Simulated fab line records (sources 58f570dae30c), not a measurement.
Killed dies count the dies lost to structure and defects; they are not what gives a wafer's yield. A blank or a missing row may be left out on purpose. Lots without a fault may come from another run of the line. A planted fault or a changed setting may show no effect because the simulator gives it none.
Which tool was responsible?	flow berkeley-cmos170	7 lots, 21 wafers sampled, at 2 steps of a route of 331

## WHAT THE GAUGES SHOWED, per wafer
UCB170_PLDD_TW_MEAS_11.
lot	measured	on	PLDD_TW
L543	day 7 18:39	film-metro-03	987 994 990
L545	day 8 14:19	film-metro-01	999 1001 1004
L546	day 8 14:57	film-metro-02	958 955 957 959 958 951
L550	day 9 09:26	film-metro-02	958 957 959 957 959 951
L559	day 11 19:11	film-metro-03	993 1001 992
L562	day 11 22:20	film-metro-02	1002 1007 1003
L563	day 12 10:11	film-metro-01	1006 1002 1000

## TOOL THAT RAN EACH LOT (tool first, then ch and the chambers of the sampled wafers, then the start)
lot	UCB170_PLDD_IMPLANT_09
L543	implanter-01 ch 0, day 7 18:26
L545	implanter-04 ch 0, day 8 14:05
L546	implanter-04 ch 0, day 8 14:42
L550	implanter-04 ch 0, day 9 09:13
L559	implanter-02 ch 0, day 11 18:56
L562	implanter-04 ch 0, day 11 22:05
L563	implanter-04 ch 0, day 12 09:57
- UCB170_PLDD_IMPLANT_09

## THE ANSWER, worked out from the rows above alone
Rule: the usual values come from the lots themselves. Put in order of their means at a reading, lots are off if they are a third of the lots or fewer, leave a main group of 4 or more, and stand apart from it by a gap of 3 or more times the standard deviation of the main group's means; of several such gaps the widest counts. The tables above print the reading to a certain number of digits; a main group whose means all agree to those digits is not used. Also off: a lot with no number at a reading for which 4 or more lots have one. The other lots that the step has rows for count as sound.
Off: L546, L550, seen at UCB170_PLDD_TW_MEAS_11 (PLDD_TW). Mean 999 and standard deviation 5.1 in the main group.
If a tool, at a process step before that reading, ran all the lots that are off and no sound lot after the first of them, it fits. Gauges at UCB170_PLDD_TW_MEAS_11: tried the same way as those tools. Of those tried, none fits.

## WHAT WAS PUT IN BY THE SIMULATOR
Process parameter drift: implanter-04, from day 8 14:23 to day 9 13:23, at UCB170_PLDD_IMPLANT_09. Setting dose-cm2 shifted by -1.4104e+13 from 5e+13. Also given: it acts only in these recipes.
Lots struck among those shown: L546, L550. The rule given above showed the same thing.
